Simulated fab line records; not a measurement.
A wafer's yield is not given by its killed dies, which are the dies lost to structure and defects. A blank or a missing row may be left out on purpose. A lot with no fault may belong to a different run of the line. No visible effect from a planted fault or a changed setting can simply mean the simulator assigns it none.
Which tool is to blame?	flow ritCmos	39 wafers from 13 lots sampled at 2 of the route's 202 steps

== WHAT EACH GAUGE READ, for each wafer ==
RIT_NSD_OVL_MEAS_06.
lot	measured	on	NSD_OVL (nm)
L770	day 2 23:32	overlay-01	3.0 1.9 1.7
L771	day 3 06:16	overlay-02	1.2 -2.7 0.7
L772	day 3 10:49	overlay-01	3.0 2.6 3.7
L773	day 3 18:07	overlay-02	-0.4 -1.2 0.1
L774	day 3 20:18	overlay-02	-0.6 1.9 0.9
L775	day 3 23:20	overlay-01	0.5 1.0 -0.4
L776	day 4 08:14	overlay-01	-0.5 1.0 0.8
L777	day 4 15:11	overlay-02	0.2 0.4 0.9
L778	day 4 20:13	overlay-02	2.8 2.8 1.8
L779	day 4 22:50	overlay-02	1.3 1.4 1.6
L780	day 5 03:19	overlay-02	1.4 -0.3 1.5
L786	day 6 12:27	overlay-01	-2.1 0.6 -0.3
L793	day 7 17:56	overlay-01	-1.2 0.2 -2.4

== EACH LOT AND THE TOOL THAT RAN IT (in order: tool; ch and the chambers of the sampled wafers; start) ==
lot	RIT_ACTIVE_EXPOSE_08
L770	ilineStepper-01 ch 0, day 1 15:29
L771	ilineStepper-01 ch 0, day 1 20:35
L772	ilineStepper-02 ch 0, day 2 01:37
L773	ilineStepper-01 ch 0, day 2 05:11
L774	ilineStepper-01 ch 0, day 2 10:06
L775	ilineStepper-02 ch 0, day 2 15:12
L776	ilineStepper-01 ch 0, day 2 21:15
L777	ilineStepper-01 ch 0, day 3 01:02
L778	ilineStepper-02 ch 0, day 3 08:28
L779	ilineStepper-01 ch 0, day 3 11:17
L780	ilineStepper-02 ch 0, day 3 16:10
L786	ilineStepper-01 ch 0, day 5 00:44
L793	ilineStepper-02 ch 0, day 6 09:02
- RIT_ACTIVE_EXPOSE_08: exposes mask M1, target cd 1400 nm.

== WHAT THE TOOLS THEMSELVES READ (means of the sampled wafers that have a number; where no wafer has one, the mark that the record gives instead) ==
RIT_ACTIVE_EXPOSE_08.
lot	tool	exposureDoseMJCm2
L770	ilineStepper-01	225.38
L771	ilineStepper-01	224.94
L772	ilineStepper-02	225.11
L773	ilineStepper-01	224.89
L774	ilineStepper-01	225.14
L775	ilineStepper-02	225.18
L776	ilineStepper-01	224.69
L777	ilineStepper-01	225.06
L778	ilineStepper-02	224.72
L779	ilineStepper-01	224.83
L780	ilineStepper-02	224.80
L786	ilineStepper-01	223.43
L793	ilineStepper-02	224.75

== THE ANSWER, worked out from the rows above alone ==
Rule: the usual values come from the lots themselves. Put in order of their means at a reading, lots are off if they are a third of the lots or fewer, leave a main group of 4 or more, and stand apart from it by a gap of 3 or more times the standard deviation of the main group's means; of several such gaps the widest counts. The tables above print the reading to a certain number of digits; a main group whose means all agree to those digits is not used. A lot without any number at a reading at which 4 lots or more have one is off too. All remaining lots with rows at the step are treated as sound. Order of review: gauges by route order, followed by the tools' own readings, for which a lot's mean as printed above is used. The first step at which some lot is off is used, and at that step the reading that is off furthest; a lot without a number counts as furthest.
Off: L786 (RIT_ACTIVE_EXPOSE_08, exposureDoseMJCm2). Mean 224.96 and standard deviation 0.21 in the main group.
If a tool, at that step or one of the process steps before it, ran each lot that is off and ran no sound lot following the first of them, it fits. One candidate fits, namely ilineStepper-01 at RIT_ACTIVE_EXPOSE_08. A fault onset in the window from L779 (day 3 11:17, its last sound lot) to L786 (day 5 00:44, its first lot off) fits.
The tool's own readings at RIT_ACTIVE_EXPOSE_08 bear it out: on the lots that are off they differ by more than 5 times the standard deviation of the sound lots' means. exposureDoseMJCm2 reads 223.43 there against 224.96 on the sound lots.

== WHAT THE SIMULATOR HAD PUT IN ==
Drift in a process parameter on ilineStepper-01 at RIT_ACTIVE_EXPOSE_08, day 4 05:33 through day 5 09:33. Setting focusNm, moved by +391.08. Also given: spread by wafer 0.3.
Lots struck among those shown: L786. This agrees with what the rule above found.
